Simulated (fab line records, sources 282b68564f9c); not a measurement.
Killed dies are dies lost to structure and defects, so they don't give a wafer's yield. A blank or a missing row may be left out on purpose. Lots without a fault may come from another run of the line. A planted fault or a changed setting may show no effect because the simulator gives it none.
Which tool did it? | flow rit_cmos | 12 lots, 36 wafers sampled, at 2 steps of a route of 202

WHAT THE GAUGES READ, wafer by wafer
The record holds no reading of a measuring or inspecting step that can be judged against a usual standard deviation.

WHICH TOOL RAN EACH LOT (tool, then ch and the chambers of the sampled wafers, then the start)
lot  | RIT_PLDD_SOFTBAKE_02             | RIT_M1_PROBE_99
L407 | litho_track-01 ch 0, day 2 20:27 | prober-02, day 3 12:43
L417 | litho_track-03 ch 0, day 5 01:06 | prober-02, day 5 18:17
L419 | litho_track-03 ch 0, day 5 09:22 | prober-02, day 6 01:10
L420 | litho_track-01 ch 0, day 5 15:35 | prober-01, day 6 06:25
L422 | litho_track-04 ch 0, day 5 22:41 | prober-01, day 6 13:21
L423 | litho_track-01 ch 0, day 6 04:08 | prober-02, day 6 19:05
L424 | litho_track-01 ch 0, day 6 09:59 | prober-01, day 7 02:02
L425 | litho_track-04 ch 0, day 6 17:07 | prober-02, day 7 08:34
L426 | litho_track-04 ch 0, day 6 21:42 | prober-01, day 7 12:38
L427 | litho_track-01 ch 0, day 7 00:22 | prober-02, day 7 15:02
L428 | litho_track-04 ch 0, day 7 09:58 | prober-01, day 8 01:49
L430 | litho_track-01 ch 0, day 7 17:31 | prober-01, day 8 08:16
- RIT_PLDD_SOFTBAKE_02: time 60 s.
- RIT_M1_PROBE_99

WHAT THE TOOLS THEMSELVES READ (means of the sampled wafers that have a number; where no wafer has one, the mark that the record gives instead)
RIT_PLDD_SOFTBAKE_02. Usual: heater_power_total_W 34.56 W, standard deviation 0.048; plate_temp_C 90.02 C, standard deviation 0.1.
lot  | tool           | heater_power_total_W (W) | plate_temp_C (C) | flag
L407 | litho_track-01 | 34.55                    | 89.99            |
L417 | litho_track-03 | 33.52                    | 87.97            | OFF
L419 | litho_track-03 | 33.51                    | 88.02            | OFF
L420 | litho_track-01 | 34.59                    | 89.94            |
L422 | litho_track-04 | 34.54                    | 90.18            |
L423 | litho_track-01 | 34.55                    | 90.00            |
L424 | litho_track-01 | 34.56                    | 89.92            |
L425 | litho_track-04 | 34.54                    | 90.03            |
L426 | litho_track-04 | 34.49                    | 90.11            |
L427 | litho_track-01 | 34.58                    | 90.03            |
L428 | litho_track-04 | 34.58                    | 90.10            |
L430 | litho_track-01 | 34.54                    | 90.15            |

RIT_M1_PROBE_99. Usual: killed_at_front_end 7, standard deviation 3.1; killed_dies 7, standard deviation 3.1; killed_open 3.5, standard deviation 2; killed_short 3.3, standard deviation 2.
lot  | tool      | killed_at_front_end | killed_dies | killed_open | killed_short | flag
L407 | prober-02 | 8                   | 8           | 5.0         | 3.3          |
L417 | prober-02 | 7                   | 7           | 3.3         | 4.0          |
L419 | prober-02 | 6                   | 6           | 2.0         | 3.7          |
L420 | prober-01 | 10                  | 10          | 4.3         | 5.3          |
L422 | prober-01 | 7                   | 7           | 4.7         | 2.0          |
L423 | prober-02 | 9                   | 9           | 4.3         | 4.7          |
L424 | prober-01 | 7                   | 7           | 4.0         | 2.7          |
L425 | prober-02 | 6                   | 6           | 1.3         | 4.7          |
L426 | prober-01 | 6                   | 6           | 2.0         | 3.7          |
L427 | prober-02 | 4                   | 4           | 2.3         | 2.0          |
L428 | prober-01 | 3                   | 3           | 0.7         | 2.3          |
L430 | prober-01 | 8                   | 8           | 4.7         | 3.7          |

THE ANSWER, worked out from the rows above alone
Rule: a lot is off if the mean of its wafers that have a number lies more than 3 standard deviations from the usual mean. A lot without any number at a reading at which 4 lots or more have one is off too. The other lots that the step has rows for count as sound. The gauges are gone through in route order, then the tools' own readings, and for those a lot's mean is taken as printed above. The first step at which some lot is off is used, and at that step the reading that is off furthest; a lot without a number counts as furthest.
Off: L417, L419, at RIT_PLDD_SOFTBAKE_02 (heater_power_total_W).
A tool fits if, at that step or a process step before it, it ran every lot that is off, and no sound lot after the first of them. One fits: litho_track-03 at RIT_PLDD_SOFTBAKE_02. It ran no sound lot before its first lot that is off in this sample, so the start can't be narrowed down.
The tool's own readings at RIT_PLDD_SOFTBAKE_02 bear it out: on the lots that are off they differ by more than 5 times the standard deviation of the sound lots' means. heater_power_total_W reads 33.52 W there against 34.55 W on the sound lots; plate_temp_C reads 88.00 C there against 90.05 C on the sound lots.

WHAT THE SIMULATOR HAD PUT IN
Process parameter drift: litho_track-03, from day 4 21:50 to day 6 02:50, at RIT_PLDD_SOFTBAKE_02. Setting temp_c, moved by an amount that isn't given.
Lots struck among those shown: L417, L419. The rule above found the same.
